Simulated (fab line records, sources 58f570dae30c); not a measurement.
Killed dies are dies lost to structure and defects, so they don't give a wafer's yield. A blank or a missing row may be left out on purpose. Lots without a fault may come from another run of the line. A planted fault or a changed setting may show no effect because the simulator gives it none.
Which tool did it? | flow berkeley_cmos170 | 11 lots, 33 wafers sampled, at 5 steps of a route of 331

WHAT THE GAUGES READ, wafer by wafer
UCB170_M2_THK_MEAS_03: measures by xrf.
lot  | measured     | on            | M2_AL_THK (nm)
L690 | day 7 17:14  | film_metro-03 | 890 889 899
L689 | day 7 17:35  | film_metro-01 | 908 907 919
L692 | day 7 22:08  | film_metro-01 | 918 916 904
L691 | day 7 22:24  | film_metro-04 | 910 918 918
L702 | day 10 10:17 | film_metro-03 | 929 918 919
L704 | day 11 00:41 | film_metro-03 | 917 895 900
L706 | day 11 02:55 | film_metro-03 | 910 909 910
L707 | day 11 17:13 | film_metro-04 | 915 914 910
L708 | day 11 22:56 | film_metro-04 | 899 903 895
L709 | day 11 23:41 | film_metro-04 | 915 896 902
L712 | day 12 23:31 | film_metro-01 | 906 907 913

UCB170_M2_CD_MEAS_15: target cd 700 nm.
lot  | measured     | on        | cd_nm (nm)
L690 | day 7 19:01  | cd_sem-02 | 701.2 699.9 699.9
L689 | day 7 19:47  | cd_sem-02 | 701.0 701.7 700.2
L692 | day 7 23:59  | cd_sem-01 | 701.5 700.9 701.9
L691 | day 8 00:23  | cd_sem-02 | 698.3 699.1 699.0
L702 | day 10 12:17 | cd_sem-01 | 698.4 699.1 697.4
L704 | day 11 02:36 | cd_sem-02 | 699.1 699.3 699.5
L706 | day 11 05:26 | cd_sem-02 | 697.9 698.0 698.2
L707 | day 11 18:52 | cd_sem-02 | 700.2 701.5 700.0
L708 | day 12 01:42 | cd_sem-01 | 698.8 698.9 699.5
L709 | day 12 02:08 | cd_sem-01 | 700.2 699.9 698.9
L712 | day 13 05:10 | cd_sem-01 | 700.6 701.9 701.5

UCB170_M2_CD_MEAS_90: target cd 700 nm.
lot  | measured     | on        | cd_nm (nm)
L690 | day 7 19:31  | cd_sem-02 | 698 698 701
L689 | day 7 20:28  | cd_sem-02 | 705 708 703
L692 | day 8 00:28  | cd_sem-01 | 702 703 707
L691 | day 8 00:52  | cd_sem-01 | 693 692 694
L702 | day 10 12:46 | cd_sem-02 | 696 700 698
L704 | day 11 03:05 | cd_sem-02 | 698 697 696
L706 | day 11 05:55 | cd_sem-02 | 696 696 697
L707 | day 11 19:22 | cd_sem-01 | 700 701 698
L708 | day 12 02:11 | cd_sem-02 | 695 693 695
L709 | day 12 02:37 | cd_sem-02 | 700 699 697
L712 | day 13 05:40 | cd_sem-02 | 699 700 701

UCB170_V2_THK_MEAS_04.
lot  | measured     | on            | V2_POLISHED_THK (nm)
L690 | day 7 20:28  | film_metro-02 | 999.9 1000.6 1000.2
L689 | day 7 21:11  | film_metro-01 | 1000.6 1000.4 1001.4
L692 | day 8 01:13  | film_metro-02 | 1000.6 999.8 1000.8
L691 | day 8 01:36  | film_metro-04 | 1001.8 1000.9 999.4
L702 | day 10 13:31 | film_metro-04 | 1335.9 1000.2 1002.2
L704 | day 11 03:50 | film_metro-02 | 999.6 1000.2 998.7
L706 | day 11 06:41 | film_metro-02 | 1000.4 999.6 1001.0
L707 | day 11 20:07 | film_metro-01 | 999.2 1000.2 999.1
L708 | day 12 02:56 | film_metro-02 | 1000.2 1001.7 1001.4
L709 | day 12 03:22 | film_metro-04 | 1001.3 1001.4 1000.7
L712 | day 13 06:25 | film_metro-01 | 999.2 998.0 1002.1

WHICH TOOL RAN EACH LOT (tool, then ch and the chambers of the sampled wafers, then the start)
lot  | UCB170_V2_CMP_02
L690 | cmp-02 ch 0,1, day 7 20:02
L689 | cmp-01 ch 0,1,2, day 7 20:51
L692 | cmp-02 ch 1,2,3, day 8 00:51
L691 | cmp-01 ch 0,1,2, day 8 01:16
L702 | cmp-01 ch 0,1,2, day 10 13:11
L704 | cmp-02 ch 0,1,3, day 11 03:25
L706 | cmp-02 ch 0,1,2, day 11 06:22
L707 | cmp-02 ch 0,1,3, day 11 19:41
L708 | cmp-02 ch 1,2,3, day 12 02:34
L709 | cmp-02 ch 1,2, day 12 02:55
L712 | cmp-01 ch 0,2,3, day 13 06:05
- UCB170_V2_CMP_02: polishes SiO2.

WHAT THE TOOLS THEMSELVES READ (means of the sampled wafers that have a number; where no wafer has one, the mark that the record gives instead)
UCB170_V2_CMP_02.
lot  | tool   | motor_current_A (A)
L690 | cmp-02 | 15.7
L689 | cmp-01 | 16.9
L692 | cmp-02 | 16.9
L691 | cmp-01 | 16.0
L702 | cmp-01 | 16.5
L704 | cmp-02 | 16.4
L706 | cmp-02 | 17.0
L707 | cmp-02 | 16.5
L708 | cmp-02 | 16.7
L709 | cmp-02 | 17.7
L712 | cmp-01 | 17.0

THE ANSWER, worked out from the rows above alone
Rule: what is usual is taken from the lots themselves. Put in order of their means at a reading, lots are off if they are a third of the lots or fewer, leave a main group of 4 or more, and stand apart from it by a gap of 3 or more times the standard deviation of the main group's means; of several such gaps the widest counts. A main group whose means are all the same, to the digits that the tables above print for the reading, isn't used. A lot without any number at a reading at which 4 lots or more have one is off too. The other lots that the step has rows for count as sound. The gauges are gone through in route order, then the tools' own readings, and for those a lot's mean is taken as printed above. The first step at which some lot is off is used, and at that step the reading that is off furthest; a lot without a number counts as furthest.
Off: L702, at UCB170_V2_THK_MEAS_04 (V2_POLISHED_THK). The main group: mean 1000.3 nm, standard deviation 0.57.
A tool fits if, at a process step before that reading, it ran every lot that is off, and no sound lot after the first of them. The gauges at UCB170_V2_THK_MEAS_04 are tried like those tools. None of those tried fits.

WHAT THE SIMULATOR HAD PUT IN
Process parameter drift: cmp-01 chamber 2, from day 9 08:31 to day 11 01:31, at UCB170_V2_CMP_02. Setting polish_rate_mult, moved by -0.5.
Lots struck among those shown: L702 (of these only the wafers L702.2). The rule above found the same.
